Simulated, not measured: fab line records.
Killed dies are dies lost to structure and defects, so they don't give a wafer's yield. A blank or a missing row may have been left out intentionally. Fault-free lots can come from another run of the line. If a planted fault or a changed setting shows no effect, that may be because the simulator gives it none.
fab line records	flow berkeley-cmos170
record lots=5	wafers=15	last-day=11
route steps=331 shown PVT@118 GATE@125 FIELD@126
lots that met no fault: from a run of the same line without faults
start-h: hours from the record's first day to the start of the lot's first wafer shown	wait-h: hours from the lot's prior step to this one	" unchanged from the row above	L1.1+2: a row that stands for several wafers	- no value, or no start was given	* or withheld: withheld	< > ~ a bound
route shown NAME@n: names a module that has steps shown in the file, with the first one's number in the route	usual: mean/standard deviation taken from wafers without a fault	same: alike in all rows	chamber/n: place in a boat	sites: per-site readings	_std_site: the values' standard deviation	_edge_site: outer sites' mean less inner sites'	radius-mm: how far each site lies from the wafer's centre	mask NAME#n: copy n	behind: the most recent tool/chamber to have shaped the wafer	hold: the reason the lot was held/the length of the hold in hours/how it ended	device: transistor that didn't switch, given as n, p or np	end of line: tests of these same wafers at the route's end	for a step that has no rows: nothing shown but its recipe	killed: count of dies lost to structure and defects at first sort (not the wafer's yield)	map: dies across one wafer; x = killed, . = not, _ = none there
set.NAME: the run value of the setting; set.NAME@STEP: its run value at that earlier step	model.NAME: the simulator's own value behind a step, which no gauge read
a table for each step, a row for each wafer; lots at some steps of the route
services: the hour from which a tool's chamber was out of use, counted from the record's first day as start-h (under 0 if before that day), plus the number of hours and why
## steps
# step UCB170_PVT_EXPOSE_03
# recipe mask-id=NWELL	target-cd-nm=3000	na=0.5	sigma-outer=0.6	source-shape=conventional	dose-mj=30
# step UCB170_PVT_PEB_04
# recipe peb-temp-c=130	peb-time-s=withheld	resist=KrF
# step UCB170_PVT_DEVELOP_05
# recipe developer=TMAH	develop-time-s=45	resist=KrF	dev-temp-c=21
# step UCB170_PVT_OVL_MEAS_06
# usual PVT_OVL=1/6.2
lot.wafer	tool	chamber	start-h	wait-h	PVT_OVL[nm]
L360.1	overlay-02	-	95.62	-	-4
L360.4	"	-	"	"	-12
L360.5	"	-	"	"	5
L366.2	overlay-02	-	141.03	-	6
L366.5	"	-	"	"	6
L366.6	"	-	"	"	6
L367.3	overlay-02	-	150.02	-	13
L367.4	"	-	"	"	8
L367.5	"	-	"	"	8
L369.3	overlay-02	-	160.85	-	-8
L369.4	"	-	"	"	4
L369.5	"	-	"	"	0
L380.1	overlay-02	-	213.34	-	0
L380.2	"	-	"	"	1
L380.3	"	-	"	"	-2
# step UCB170_PVT_IMPLANT_07
# recipe species=P	dose-cm2=2e+12	energy-kev=30	tilt-deg=7
# step UCB170_PVT_STRIP_08
# recipe chemistry=O2	power-w=400	pressure-mtorr=3500	platen-temp-c=withheld	o2-flow-sccm=400	overash-fraction=0.5
# usual chamber-pressure-mTorr=3500/3.3	drypump-motor-current-A=5.8/0.43	oes-product-au=0.735/0.0043	strip-time-to-endpoint-s=21.62/0.062
lot.wafer	tool	chamber	start-h	wait-h	chamber-pressure-mTorr	drypump-motor-current-A	oes-product-au	rf-hours-counter-h	strip-time-to-endpoint-s
L360.1	plasma-asher-03	1	95.81	0.1	3498	6.0	0.733	41	21.68
L360.4	"	1	"	"	3501	6.0	0.734	-	21.71
L360.5	"	0	"	"	3500	6.1	0.733	-	21.68
L366.2	plasma-asher-03	1	141.21	0.1	3504	6.0	0.736	2	21.63
L366.5	"	0	"	"	3503	6.1	0.738	-	21.66
L366.6	"	1	"	"	3500	6.0	0.741	-	21.68
L367.3	plasma-asher-03	0	150.23	0.1	3497	6.1	0.746	-	21.61
L367.4	"	1	"	"	3500	6.0	0.732	-	21.76
L367.5	"	0	"	"	3500	6.1	0.738	-	21.73
L369.3	plasma-asher-01	0	161.06	0.1	3502	5.1	0.742	-	21.64
L369.4	"	1	"	"	3500	6.1	0.732	-	21.67
L369.5	"	1	"	"	3495	6.1	0.736	-	21.68
L380.1	plasma-asher-03	1	213.52	0.1	3500	6.0	0.732	8	21.65
L380.2	"	0	"	"	3504	6.1	0.736	8	21.62
L380.3	"	1	"	"	3502	6.0	0.732	-	21.63
# step UCB170_PVT_TW_MEAS_09
# usual PVT_TW=511/7
lot.wafer	tool	chamber	start-h	wait-h	PVT_TW
L360.1	film-metro-03	-	95.91	0.1	504
L360.4	"	-	"	"	505
L360.5	"	-	"	"	506
L366.2	film-metro-03	-	141.32	0.1	503
L366.5	"	-	"	"	502
L366.6	"	-	"	"	503
L367.3	film-metro-01	-	150.31	0.1	520
L367.4	"	-	"	"	519
L367.5	"	-	"	"	518
L369.3	film-metro-01	-	161.14	0.1	521
L369.4	"	-	"	"	518
L369.5	"	-	"	"	521
L380.1	film-metro-03	-	213.62	0.1	507
L380.2	"	-	"	"	504
L380.3	"	-	"	"	507
# step UCB170_GATE_WET_ETCH_00
# recipe chemistry=dHF	dilution=25:1	target=SiO2	temp-c=25	time-s=200
# step UCB170_FIELD_THK_MEAS_91
# recipe reads=SiO2_of_FIELD_OXIDATION_01
# usual FIELD_OXIDE_LEFT_2_THK=380/12
lot.wafer	tool	chamber	start-h	wait-h	FIELD_OXIDE_LEFT_2_THK[nm]
L360.1	film-metro-01	-	96.05	0.0	380
L360.4	"	-	"	"	371
L360.5	"	-	"	"	382
L366.2	film-metro-03	-	141.45	0.0	386
L366.5	"	-	"	"	372
L366.6	"	-	"	"	380
L367.3	film-metro-03	-	150.44	0.0	393
L367.4	"	-	"	"	385
L367.5	"	-	"	"	383
L369.3	film-metro-04	-	161.27	0.0	386
L369.4	"	-	"	"	387
L369.5	"	-	"	"	383
L380.1	film-metro-04	-	213.75	0.0	380
L380.2	"	-	"	"	376
L380.3	"	-	"	"	376
# step UCB170_GATE_OXIDATION_01
# recipe temp-c=850	ambient=O2	target-thk-a=66	ox-time-s=1800
# step UCB170_GATE_THK_MEAS_02
# recipe reads=SiO2_of_GATE_OXIDATION_01
# usual GATE_OXIDE_THK=6.62/0.11
lot.wafer	tool	chamber	start-h	wait-h	GATE_OXIDE_THK[nm]
L360.1	film-metro-03	-	100.50	0.0	6.66
L360.4	"	-	"	"	6.60
L360.5	"	-	"	"	6.56
L366.2	film-metro-03	-	145.57	0.0	6.57
L366.5	"	-	"	"	6.60
L366.6	"	-	"	"	6.63
L367.3	film-metro-01	-	156.49	0.0	6.48
L367.4	"	-	"	"	6.50
L367.5	"	-	"	"	6.53
L369.3	film-metro-01	-	165.34	0.0	6.61
L369.4	"	-	"	"	6.69
L369.5	"	-	"	"	6.68
L380.1	film-metro-02	-	219.38	0.0	6.52
L380.2	"	-	"	"	6.45
L380.3	"	-	"	"	6.60
# step UCB170_GATE_ANNEAL_03
# recipe temp-c=900	time-s=1800	ambient=N2
# step UCB170_GATE_CVD_04
# recipe material=poly-Si	temp-c=610	precursor=SiH4	time-s=1440	pressure-mtorr=375	target-thk-nm=214	sih4-flow-sccm=120
# usual susceptor-temp-C=610.00/0.27	zone-power-source-pct=12.4/1.1
lot.wafer	tool	chamber	start-h	wait-h	susceptor-temp-C	zone-power-source-pct	model.poly-Si_of_GATE_CVD_04.thk-nm
L360.1	lpcvd-01	1	104.11	0.0	610.15	11.4	214
L360.4	"	1	"	"	610.02	11.3	214.3
L360.5	"	1	"	"	610.11	11.5	213.5
L366.2	lpcvd-02	1	150.99	0.0	610.02	14.1	214
L366.5	"	1	"	"	610.68	14.4	214.1
L366.6	"	1	"	"	609.92	14.1	214.7
L367.3	lpcvd-01	0	160.99	0.6	609.82	11.7	213.6
L367.4	"	0	"	"	609.90	11.8	213.8
L367.5	"	0	"	"	609.80	11.9	212.1
L369.3	lpcvd-02	0	168.67	0.0	610.11	12.1	391.5
L369.4	"	0	"	"	610.31	12.3	392.5
L369.5	"	0	"	"	610.24	12.1	391.3
L380.1	lpcvd-01	1	226.49	4.3	609.51	11.2	215.3
L380.2	"	1	"	"	609.93	11.3	215.1
L380.3	"	1	"	"	609.62	11.3	215.2
# step UCB170_GATE_THK_MEAS_05
# recipe reads=poly-Si_of_GATE_CVD_04
# usual GATE_POLY_THK=214.1/1.9
lot.wafer	tool	chamber	start-h	wait-h	GATE_POLY_THK[nm]
L360.1	film-metro-02	-	105.51	0.0	214.1
L360.4	"	-	"	"	214.1
L360.5	"	-	"	"	213.5
L366.2	film-metro-02	-	152.46	0.1	214.2
L366.5	"	-	"	"	214.1
L366.6	"	-	"	"	214.7
L367.3	film-metro-02	-	162.41	0.0	213.5
L367.4	"	-	"	"	213.8
L367.5	"	-	"	"	212.1
L369.3	film-metro-02	-	170.09	0.0	391.7
L369.4	"	-	"	"	392.3
L369.5	"	-	"	"	391.5
L380.1	film-metro-03	-	227.89	0.0	215.4
L380.2	"	-	"	"	215.1
L380.3	"	-	"	"	215.1
# step UCB170_GATE_COAT_06
# recipe resist=BARC	temp-c=withheld	time-s=withheld	spin-rpm=3000	resist-thk-nm=withheld
# step UCB170_GATE_COAT_07
# recipe resist=KrF	spin-rpm=1500	resist-thk-nm=900
# step UCB170_GATE_SOFTBAKE_08
# recipe resist=KrF	temp-c=130	time-s=60
# step UCB170_GATE_EXPOSE_09
# recipe mask-id=POLY	target-cd-nm=350	na=0.5	sigma-outer=0.6	source-shape=conventional	dose-mj=21
# step UCB170_GATE_PEB_10
# recipe peb-temp-c=130	peb-time-s=withheld	resist=KrF
# step UCB170_GATE_DEVELOP_11
# recipe developer=TMAH	develop-time-s=45	resist=KrF	dev-temp-c=21
# step UCB170_GATE_CD_MEAS_12
# recipe target-cd-nm=350
# usual cd-nm=350.1/1.4
lot.wafer	tool	chamber	start-h	wait-h	cd-nm
L360.1	cd-sem-02	-	106.55	-	350.9
L360.4	"	-	"	"	350.8
L360.5	"	-	"	"	350.2
L366.2	cd-sem-02	-	153.69	-	350.2
L366.5	"	-	"	"	350.1
L366.6	"	-	"	"	349.5
L367.3	cd-sem-01	-	163.33	-	351.7
L367.4	"	-	"	"	350.7
L367.5	"	-	"	"	351.4
L369.3	cd-sem-01	-	171.14	-	349.7
L369.4	"	-	"	"	349.3
L369.5	"	-	"	"	348.8
L380.1	cd-sem-01	-	228.85	-	349.5
L380.2	"	-	"	"	351.6
L380.3	"	-	"	"	350.1
# step UCB170_GATE_OVL_MEAS_13
# usual GATE_OVL=4/5
lot.wafer	tool	chamber	start-h	wait-h	GATE_OVL[nm]
L360.1	overlay-01	-	106.67	0.1	-2
L360.4	"	-	"	"	-4
L360.5	"	-	"	"	3
L366.2	overlay-02	-	153.79	0.1	0
L366.5	"	-	"	"	-3
L366.6	"	-	"	"	-3
L367.3	overlay-01	-	163.42	0.1	8
L367.4	"	-	"	"	2
L367.5	"	-	"	"	10
L369.3	overlay-01	-	171.23	0.1	4
L369.4	"	-	"	"	7
L369.5	"	-	"	"	8
L380.1	overlay-02	-	228.97	0.1	1
L380.2	"	-	"	"	-1
L380.3	"	-	"	"	-3
# step UCB170_GATE_ETCH_14
# recipe chemistry=N2/H2	target-depth-a=withheld	overetch-a=withheld	target=BARC	time-s=withheld	source-w=500	bias-w=100	pressure-mtorr=30	n2-flow-sccm=100	h2-flow-sccm=200
# usual chamber-pressure-mTorr=29.995/0.029	drypump-motor-current-A=5.8/0.38	oes-product-au=1.005/0.021	throttle-valve-pct=13.31/0.18
lot.wafer	tool	chamber	start-h	wait-h	chamber-pressure-mTorr	drypump-motor-current-A	oes-product-au	throttle-valve-pct
L360.1	rie-diel-02	2	106.71	0.0	29.995	6.4	1.031	12.96
L360.4	"	3	"	"	30.002	6.4	0.986	13.31
L360.5	"	1	"	"	29.987	6.3	0.999	13.19
L366.2	rie-diel-01	1	153.82	0.0	29.943	5.9	1.019	13.52
L366.5	"	2	"	"	29.968	5.6	0.990	13.28
L366.6	"	1	"	"	29.973	5.9	1.026	13.53
L367.3	rie-diel-04	3	163.45	0.0	30.039	5.2	0.982	13.26
L367.4	"	0	"	"	29.980	5.2	0.999	13.10
L367.5	"	1	"	"	29.958	6.0	1.004	13.55
L369.3	rie-diel-02	2	171.25	0.0	29.900	6.4	1.022	12.98
L369.4	"	1	"	"	30.021	6.2	0.994	13.17
L369.5	"	0	"	"	30.011	5.9	1.029	13.57
L380.1	rie-diel-02	2	229.01	0.0	29.924	6.4	1.013	12.96
L380.2	"	3	"	"	29.988	6.4	0.961	13.32
L380.3	"	1	"	"	30.014	6.2	0.993	13.19
# step UCB170_GATE_ETCH_15
# recipe chemistry=HBr/Cl2	target=poly-Si	stop-on=SiO2	over-etch-frac=0.3	icp-w=300	bias-w=150	time-s=56.3	pressure-mtorr=15	HBr_flow_sccm=150	Cl2_flow_sccm=50	target-depth-a=2782
# usual chamber-pressure-mTorr=15.002/0.015	drypump-motor-current-A=5.8/0.56	oes-product-au=0.824/0.017	throttle-valve-pct=26.56/0.28
lot.wafer	tool	chamber	start-h	wait-h	chamber-pressure-mTorr	drypump-motor-current-A	oes-product-au	rf-hours-counter-h	throttle-valve-pct	model.etch.depth-nm	model.GATE.feature-depth-nm
L360.1	rie-si-01	2	106.75	-	15.016	6.4	0.826	135	26.94	214	214
L360.4	"	0	"	"	14.989	5.3	0.813	-	26.55	214.3	214.3
L360.5	"	1	"	"	15.035	6.5	0.823	-	26.63	213.5	213.5
L366.2	rie-si-02	0	153.86	-	15.019	4.7	0.806	54	26.70	214	214.1
L366.5	"	0	"	"	14.984	4.8	0.800	-	26.70	214.1	214.1
L366.6	"	3	"	"	15.013	5.6	0.831	-	26.39	214.7	214.7
L367.3	rie-si-01	2	163.49	-	14.978	6.4	0.801	0	26.84	213.6	213.6
L367.4	"	3	"	"	15.013	6.0	0.809	0	26.98	213.8	213.8
L367.5	"	2	"	"	15.021	6.3	0.810	-	26.85	212.1	212.1
L369.3	rie-si-01	3	171.30	-	14.999	6.0	0.962	0	26.95	273	273
L369.4	"	0	"	"	14.976	5.3	0.993	76	26.56	282.2	282.2
L369.5	"	0	"	"	14.971	5.3	0.995	-	26.57	283.5	283.5
L380.1	rie-si-02	0	229.05	-	15.007	4.7	0.807	54	26.70	215.3	215.4
L380.2	"	2	"	"	14.994	5.7	0.855	11	26.37	215.1	215.1
L380.3	"	1	"	"	15.004	6.2	0.843	1	26.02	215.2	215.3
# step UCB170_GATE_STRIP_16
# recipe chemistry=O2	power-w=400	pressure-mtorr=3500	platen-temp-c=withheld	o2-flow-sccm=400	overash-fraction=0.5
# usual chamber-pressure-mTorr=3500/3.2	drypump-motor-current-A=5.7/0.52	oes-product-au=0.724/0.0041
lot.wafer	tool	chamber	start-h	wait-h	chamber-pressure-mTorr	drypump-motor-current-A	oes-product-au	rf-hours-counter-h	model.poly-Si_of_GATE_CVD_04.thk-nm
L360.1	plasma-asher-04	0	106.80	0.0	3503	5.8	0.715	32	213.7
L360.4	"	0	"	"	3495	5.8	0.723	-	213.9
L360.5	"	1	"	"	3492	4.7	0.724	-	213.1
L366.2	plasma-asher-04	1	153.91	0.0	3504	4.8	0.725	38	213.6
L366.5	"	1	"	"	3507	4.8	0.723	-	213.7
L366.6	"	0	"	"	3498	5.8	0.726	-	214.3
L367.3	plasma-asher-02	0	163.57	0.1	3505	6.3	0.719	-	213.2
L367.4	"	1	"	"	3503	5.4	0.720	-	213.5
L367.5	"	0	"	"	3501	6.3	0.723	-	211.7
L369.3	plasma-asher-03	1	171.38	0.1	3503	6.0	0.729	-	391.1
L369.4	"	0	"	"	3498	6.1	0.733	-	392.1
L369.5	"	0	"	"	3497	6.1	0.725	-	390.9
L380.1	plasma-asher-03	0	229.10	0.0	3505	6.1	0.731	9	215
L380.2	"	1	"	"	3499	6.0	0.727	9	214.7
L380.3	"	1	"	"	3502	6.1	0.722	-	214.9
# step UCB170_GATE_CD_MEAS_90
# recipe target-cd-nm=350
# usual cd-nm=349.9/1.6
lot.wafer	tool	chamber	start-h	wait-h	cd-nm
L360.1	cd-sem-02	-	106.90	0.1	350.5
L360.4	"	-	"	"	349.1
L360.5	"	-	"	"	350.6
L366.2	cd-sem-02	-	154.03	0.1	349.2
L366.5	"	-	"	"	350.4
L366.6	"	-	"	"	348.5
L367.3	cd-sem-01	-	163.68	0.1	352.2
L367.4	"	-	"	"	350.6
L367.5	"	-	"	"	351.4
L369.3	cd-sem-02	-	171.48	0.1	350.4
L369.4	"	-	"	"	350.6
L369.5	"	-	"	"	349.0
L380.1	cd-sem-02	-	229.20	0.1	351.0
L380.2	"	-	"	"	351.5
L380.3	"	-	"	"	350.9
## services
tool	chamber	start-h	hours	kind
rie-diel-01	2	80.77	15.4	repair
rie-diel-04	3	83.60	5.3	repair
rie-diel-02	-	84.86	0.4	repair
plasma-asher-02	-	87.22	0.7	repair
plasma-asher-03	-	88.67	0.8	repair
plasma-asher-02	-	95.28	6.6	repair
plasma-asher-03	-	108.80	9.0	pm
plasma-asher-03	0	108.80	9.0	vent-cycle
plasma-asher-02	-	119.59	1.4	repair
plasma-asher-03	-	123.99	1.6	repair
rie-diel-02	2	125.65	4.1	repair
rie-diel-04	-	127.56	1.6	repair
plasma-asher-01	-	130.21	3.3	repair
rie-diel-02	-	137.97	0.4	repair
rie-diel-02	0	143.24	6.6	repair
plasma-asher-03	-	153.40	14.6	pm
rie-diel-02	2	158.73	5.1	repair
rie-diel-04	-	163.99	2.6	repair
rie-diel-01	3	165.64	4.1	repair
plasma-asher-02	-	169.02	2.8	pm
lpcvd-02	-	192.76	34.3	repair
plasma-asher-03	-	194.99	2.1	repair
rie-si-02	-	197.23	0.5	repair
lpcvd-01	-	208.84	1.5	repair
## key
first-sign step=UCB170_GATE_THK_MEAS_05	reading=GATE_POLY_THK	direction=up	sigmas=94	usual=214.1	struck=391.8
effect step=UCB170_GATE_ETCH_15	reading=oes-product-au	direction=up	sigmas=9.2	usual=0.824	struck=0.983
model-effect step=UCB170_GATE_CVD_04	value=poly-Si_of_GATE_CVD_04.thk-nm	without=216	struck=391.8
model-effect step=UCB170_GATE_ETCH_15	value=etch.depth-nm	without=216	struck=279.6
model-effect step=UCB170_GATE_STRIP_16	value=poly-Si_of_GATE_CVD_04.thk-nm	without=215.6	struck=391.4
met-at UCB170_GATE_CVD_04
struck-wafers L369.3,L369.4,L369.5
later-rows-left-out L369.3,L369.4,L369.5
sort-left-out L369.3,L369.4,L369.5
tester-left-out L369
also-fits UCB170_PVT_STRIP_08:plasma-asher-01
fault kind=process-parameter-drift	tool=lpcvd-02	chamber=0	onset-h=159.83	steps=UCB170_GATE_CVD_04	channel=target-thk-nm	offset=175.76	shape=step	end-h=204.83	acts-in=these-recipes-only	stated=214
# tester-left-out: of these lots the tester's yield and bins aren't shown, on N5 and GAA mostly nor the transistor test; their killed dies are dies lost to structure and defects alone, not to doping, threshold or leakage, so they don't give the yield
# sort-left-out: the simulated sort isn't trusted on such a fault, so these wafers' sort isn't shown, and their yield isn't known
# later-rows-left-out: the simulator's readings of these wafers behind a module that went badly wrong aren't trusted and aren't shown, but for the sort
